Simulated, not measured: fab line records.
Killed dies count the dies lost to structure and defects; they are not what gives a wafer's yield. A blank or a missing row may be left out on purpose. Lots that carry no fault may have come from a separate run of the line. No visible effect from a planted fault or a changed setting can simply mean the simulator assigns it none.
Struck lot and sound lot, side by side :: flow rit cmos :: 34 out of 202 route steps
Sound: the wafers L817.2, L817.4, L817.6. The struck wafers were L820.1, L820.3, L820.6. The cause is given at the end.
For every step that has rows: the tool of each side, followed by ch and its chambers, followed by its first start. Under that, the readings that differ: sound wafers :: struck wafers :: difference of the means :: sigmas: that difference in standard deviations of wafers without a fault.
alike: same words and numbers on both sides, and readings whose means sit less than 2 such deviations apart. not compared: any withheld reading, any reading some wafer has no value for, any bound like >300 that may hide the same value, and any number with overlapping values for which the record gives no deviation.
The two part at a step that has a row with sigmas, a row that says differs or no value, or rows on one side only. Numbers that have no deviation but don't overlap get no sigmas and don't part them. Lack of a reading on every wafer of one side parts them only where that side has two or more wafers.

first, 9 steps without rows for these wafers: RIT_ACTIVE_DEVELOP_10 (develop time 49.27 s); RIT_ACTIVE_HARDBAKE_12 (time 60 s); RIT_ACTIVE_ETCH_13 (etches Si3N4 in SF6, stops on SiO2, time 210 s, target depth 210 nm); RIT_ACTIVE_STRIP_14 (strips in O2, time 180 s); RIT_ACTIVE_CLEAN_15 (cleans in SC1, time 600 s); RIT_ACTIVE_CLEAN_16 (cleans in dHF, time 30 s); RIT_ACTIVE_CLEAN_17 (cleans in SC2, time 600 s); RIT_FOX1_OXIDATION_00 (target thk 350.7 nm, ox time 1130 s); RIT_FOX1_WET_ETCH_02 (etches SiO2 in BOE, target depth 350 nm, time 390 s).
RIT_FOX2_OXIDATION_00: target thk 350.7 nm, ox time 1130 s.
  sound on furnace-03 ch 0, day 3 20:07; struck on furnace-03 ch 0, day 4 10:08
reading: spike tc centre C (C)
sound: 1101.8 1101.2 1103.4
struck: 1116.0 1116.7 1118.7
difference: +15.0
sigmas: +10

reading: spike tc load C (C)
sound: 1127.8 1129.3 1127.6
struck: 1141.9 1143.7 1141.7
difference: +14.2
sigmas: +7

reading: spike tc source C (C)
sound: 1121.2 1121.9 1121.7
struck: 1137.2 1136.5 1134.8
difference: +14.6
sigmas: +7

reading: tube center temp C (C)
sound: 1100 1099.9 1100.1
struck: 1115.1 1115 1115.2
difference: +15.1
sigmas: +99 or more

reading: tube_center_temp_C_max
sound: 1102.6 1102.6 1102.3
struck: 1117.9 1118.0 1118.1
difference: +15.5
sigmas: +37

reading: model.SiO2_of_FOX2_OXIDATION_00.thk nm (nm)
sound: 343.4 346.1 343.8
struck: 374.1 376.8 373.6
difference: +30.4
sigmas: 
RIT_FOX2_THK_MEAS_01:
  sound on film metro-03, day 3 21:26; struck on film metro-01, day 4 11:41
reading: FOX2_OXIDE_THK (nm)
sound: 344 346 344
struck: 374 377 374
difference: +30
sigmas: +5
  not compared: hold
then, 1 step without rows for these wafers: RIT_FOX2_WET_ETCH_03 (etches Si3N4 in H3PO4, target depth 195 nm, time 2700 s).
RIT_FOX2_THK_MEAS_90:
  sound on film metro-03, day 3 22:23; struck on film metro-03, day 4 16:40
reading: FIELD_OXIDE_LEFT_1_THK (nm)
sound: 316 319 317
struck: 347 350 346
difference: +30
sigmas: +5
  not compared: hold
then, 18 steps without rows for these wafers: RIT_NWELL_COAT_01 (resist thk 1300 nm); RIT_NWELL_SOFTBAKE_02 (time 60 s); RIT_NWELL_EXPOSE_03 (exposes mask M2, target cd 43900 nm); RIT_NWELL_PEB_04; RIT_NWELL_DEVELOP_05 (develop time 68 s); RIT_NWELL_HARDBAKE_07 (time 120 s); RIT_NWELL_IMPLANT_08; RIT_NWELL_STRIP_09 (strips in O2, time 180 s); RIT_PWELL_HMDS_00 (prime time 60 s); RIT_PWELL_COAT_01 (resist thk 1300 nm); RIT_PWELL_SOFTBAKE_02 (time 60 s); RIT_PWELL_EXPOSE_03 (exposes mask M3, target cd 43700 nm); RIT_PWELL_PEB_04; RIT_PWELL_DEVELOP_05 (develop time 70.64 s); RIT_PWELL_HARDBAKE_07 (time 120 s); RIT_PWELL_IMPLANT_08; RIT_PWELL_STRIP_09 (strips in O2, time 180 s); RIT_WELLDRIVE_ANNEAL_00 (time 14700 s).
RIT_FOX2_THK_MEAS_91:
  sound on film metro-03, day 4 11:07; struck on film metro-02, day 5 13:50
reading: FIELD_OXIDE_LEFT_2_THK (nm)
sound: 248 251 249
struck: 279 281 279
difference: +30
sigmas: +5
  not compared: hold
RIT_SILICIDE_WET_ETCH_00: etches SiO2 in BOE, target depth 14 nm, time 15 s.
  sound on wet bench-01 ch 3, day 5 04:28; struck on wet bench-02 ch 3, day 6 11:10
reading: model.SiO2_of_FOX2_OXIDATION_00.thk nm (nm)
sound: 143.3 146.7 143.7
struck: 176 177.2 175.1
difference: +32
sigmas: 
RIT_M1_PROBE_99:
  sound wafers here have rows in the record (prober-02, day 5 13:00); struck ones have none

== WHERE THEY PART ==
First at RIT_FOX2_OXIDATION_00; last, within this record, at RIT_M1_PROBE_99.

WHY: whatever the simulator had introduced
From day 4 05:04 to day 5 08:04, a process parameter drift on furnace-03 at RIT_FOX2_OXIDATION_00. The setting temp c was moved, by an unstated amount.
